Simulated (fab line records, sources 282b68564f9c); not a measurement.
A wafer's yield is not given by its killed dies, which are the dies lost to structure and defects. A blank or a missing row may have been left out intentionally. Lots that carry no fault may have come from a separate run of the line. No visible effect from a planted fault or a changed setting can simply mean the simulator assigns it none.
Problem report, 8D (eight disciplines) form, completed by code -- flow rit_cmos -- the parts of the form that need people (team, actions taken, sign-off) are left out

== 1. THE ISSUE ==
run_length_s at RIT_ACTIVE_ETCH_13 reads a mean of 254.7 s on 2 wafers of 2 lots; wafers without a fault read 238.4 s with a standard deviation of 0.43. Relative to the usual mean, that is a shift of +38 standard deviations.
The step: etches Si3N4 in SF6, stops on SiO2, time 210 s, target depth 210 nm.
First observed at day 3 18:03: wafer L333.3, on rie_diel-02. At this step, 18 wafers from 6 lots have a number in the record. The rule behind "out" and "out of limits": a value lying over 4 standard deviations away from the usual mean. The other wafers with a number count as sound.

== 2. WHAT THIS IS AND IS NOT ==
question,is,is not
which readings at this step,run_length_s,"drypump_motor_current_A, throttle_valve_pct"
which lots,"L333, L337","L325, L329, L344, L346"
which wafers of those lots,"L333.3, L337.4","L333.1, L333.2, L337.5, L337.6"
read on which tools,rie_diel-02,"rie_diel-03, rie_diel-04"
when,from day 3 18:03,"up to then (8 sound wafers); but 8 sound wafers of L337, L344, L346 came after"

== 3. SUSPECTS, AND WHAT RULES EACH OUT ==
Counting: a tool at a process step up to the reading stays a suspect if it ran every lot that is out. Sound lots after the first of them don't rule it out here, since some wafers of a struck lot are sound.
- rie_diel-02 at RIT_ACTIVE_ETCH_13 (etches Si3N4 in SF6, stops on SiO2, time 210 s, target depth 210 nm): kept. It processed each lot that is out (first: L333, day 3 18:03); up to then, its last sound lot is L329 (day 2 21:25). Out on those wafers are its own readings of run_length_s.
- rie_diel-02, RIT_ACTIVE_ETCH_13: wafers that are out in chamber 2, sound lot-mates in chambers 0, 1, 3.
The count leaves rie_diel-02 at RIT_ACTIVE_ETCH_13.

== 4. THE CAUSE (what the simulator had put in) ==
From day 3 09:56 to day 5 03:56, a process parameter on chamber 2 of rie_diel-02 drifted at RIT_ACTIVE_ETCH_13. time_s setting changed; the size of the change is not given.
The count eliminated every tool but this one.

== 5. SEQUENCE OF EFFECTS, ordered by route ==
Rows list readings where the struck wafers' mean (over those with a number) sits beyond 3 standard deviations from the usual. Scope: only readings with a usual standard deviation given in the record; hours: median across lots of the time from each lot's start at the first step in this table that gives one to its start at this step; sigmas: change in usual standard deviations.
hours,step,reading,usual,on struck wafers,change,sigmas
0,RIT_ACTIVE_ETCH_13,run_length_s,238.4 s,254.7,+16.3,+38
It contains these process steps:
- RIT_ACTIVE_ETCH_13: etches Si3N4 in SF6, stops on SiO2, time 210 s, target depth 210 nm.
At these later measuring or inspecting steps, every struck wafer for which the step has a row has a number for every such reading, and none has moved that far: RIT_ACTIVE_CD_MEAS_90, RIT_FOX1_THK_MEAS_01, RIT_FOX2_THK_MEAS_01, RIT_FOX2_THK_MEAS_90.

== 6. HOW IT WOULD HAVE BEEN CAUGHT EARLIER ==
First out-of-limits reading in this record: day 3 18:03, which is 8 hours after fault onset at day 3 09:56.
